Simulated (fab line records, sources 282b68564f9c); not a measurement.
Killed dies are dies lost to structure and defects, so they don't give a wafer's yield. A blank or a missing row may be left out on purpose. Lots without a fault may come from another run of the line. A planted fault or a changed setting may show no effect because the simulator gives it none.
Split-lot experiment | flow rit_cmos | 5 lots, 23 wafers read, on a route of 202 steps

THE SPLIT
At RIT_NWELL_IMPLANT_08, the setting dose_cm2 was moved away from the recipe's 5e+13 on 7 of the 23 wafers read, by -2.7% to +3.4%. The other wafers ran this setting at the recipe's value.

FROM THE SPLIT TO THE READING: what the file shows between them, 11 steps
- RIT_NWELL_STRIP_09: strips in O2, time 180 s
- RIT_NWELL_TW_MEAS_10
- RIT_PWELL_COAT_01: resist thk 1300 nm (also split here: resist_thk_nm)
- RIT_PWELL_SOFTBAKE_02: time 60 s
- RIT_PWELL_EXPOSE_03: exposes mask M3, target cd 43700 nm
- RIT_PWELL_DEVELOP_05: develop time 68 s
- RIT_PWELL_HARDBAKE_07: time 120 s
- RIT_PWELL_IMPLANT_08 (also split here: dose_cm2)
- RIT_PWELL_STRIP_09: strips in O2, time 180 s
- RIT_PWELL_TW_MEAS_10
- RIT_WELLDRIVE_ANNEAL_00: time 14700 s

THE READING
NWELL_RS, in ohm/sq, at RIT_WELLDRIVE_RS_MEAS_01 (measures by four-point-probe). Fault-free wafers of this fab line usually give 275.4 ohm/sq, standard deviation 0.76 ohm/sq.

wafer  | tool, chamber at the split | dose_cm2 as run | against the recipe | NWELL_RS, ohm/sq | against lot-mates on the recipe
L076.2 | implanter-03, 0            | 5e+13           | recipe             | 276.3            | -
L076.3 | implanter-03, 0            | 5e+13           | recipe             | 274.8            | -
L076.4 | implanter-03, 0            | 5e+13           | recipe             | 275.9            | -
L076.5 | implanter-03, 0            | 5e+13           | recipe             | 276.0            | -
L076.6 | implanter-03, 0            | 5e+13           | recipe             | 276.1            | -
L078.1 | implanter-01, 0            | 5e+13           | recipe             | 275.9            | -
L078.2 | implanter-01, 0            | 5.171e+13       | +3.4%              | 270.8            | -5.6
L078.3 | implanter-01, 0            | 5.171e+13       | +3.4%              | 269.8            | -6.6
L078.4 | implanter-01, 0            | 5e+13           | recipe             | 276.4            | -
L078.5 | implanter-01, 0            | 5e+13           | recipe             | 276.8            | -
L080.1 | implanter-03, 0            | 5e+13           | recipe             | 275.4            | -
L080.2 | implanter-03, 0            | 4.865e+13       | -2.7%              | 279.1            | +4.4
L080.3 | implanter-03, 0            | 4.865e+13       | -2.7%              | 279.3            | +4.6
L080.5 | implanter-03, 0            | 4.865e+13       | -2.7%              | 278.9            | +4.1
L080.6 | implanter-03, 0            | 5e+13           | recipe             | 274.1            | -
L082.1 | implanter-03, 0            | 5e+13           | recipe             | 275.0            | -
L082.2 | implanter-03, 0            | 5e+13           | recipe             | 275.4            | -
L082.4 | implanter-03, 0            | 5e+13           | recipe             | 275.1            | -
L082.5 | implanter-03, 0            | 4.88e+13        | -2.4%              | 279.3            | +4.1
L082.6 | implanter-03, 0            | 4.88e+13        | -2.4%              | 279.1            | +3.9
L083.2 | implanter-02, 0            | 5e+13           | recipe             | 274.6            | -
L083.4 | implanter-02, 0            | 5e+13           | recipe             | 275.8            | -
L083.6 | implanter-02, 0            | 5e+13           | recipe             | 275.5            | -

THE FIT
A straight line over all 23 wafers: NWELL_RS changes by -1.45 ohm/sq for each +1% of dose_cm2; r = -0.96; the points scatter about the line by 0.65 ohm/sq.
The same after taking each lot's own level away (the mean of its wafers on the recipe; 23 wafers): -1.7 ohm/sq for each +1%; r = -0.99; scatter 0.45 ohm/sq.
On that fit, the largest move of dose_cm2 shifts the reading by 5.8 ohm/sq.
The lots' own levels span 274.75 to 276.37 ohm/sq, that is 2.1 times the standard deviation above.
So the lot-to-lot level changes the slope: the two fits differ.
Check: with one of the wafers moved furthest among these (+3.4%) left out of the fit, the line predicts -5.99 ohm/sq for it against its lot-mates. It came out at -5.57 ohm/sq against them.

OTHER SPLITS ON THESE WAFERS
These wafers also went through other splits before the reading. Each is held against what the fit with the lots' levels taken away leaves over:
other split on the same wafers  | wafers away from the commonest value | r with NWELL_RS (lot level and that fit taken away)
RIT_ACTIVE_CVD_03 nh3_flow_sccm | 10                                   | +0.04
RIT_ACTIVE_CLEAN_15 time_s      | 15                                   | -0.11
RIT_NWELL_SOFTBAKE_02 temp_c    | 11                                   | +0.01
RIT_PWELL_COAT_01 resist_thk_nm | 7                                    | -0.32
RIT_PWELL_IMPLANT_08 dose_cm2   | 7                                    | -0.18

THE WHOLE CHAIN: every reading that the file lists as answering this split, in the file's order
step                     | what it does                 | reading  | change (the file's fit)           | r (the file's)
RIT_NWELL_TW_MEAS_10     |                              | NWELL_TW | +9.88 for each +1% of the setting | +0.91
RIT_WELLDRIVE_RS_MEAS_01 | measures by four-point-probe | NWELL_RS | -1.7 for each +1% of the setting  | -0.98

THE FILE'S OWN FIT
NWELL_RS changes by -1.7 ohm/sq for each +1% of dose_cm2, r = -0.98.
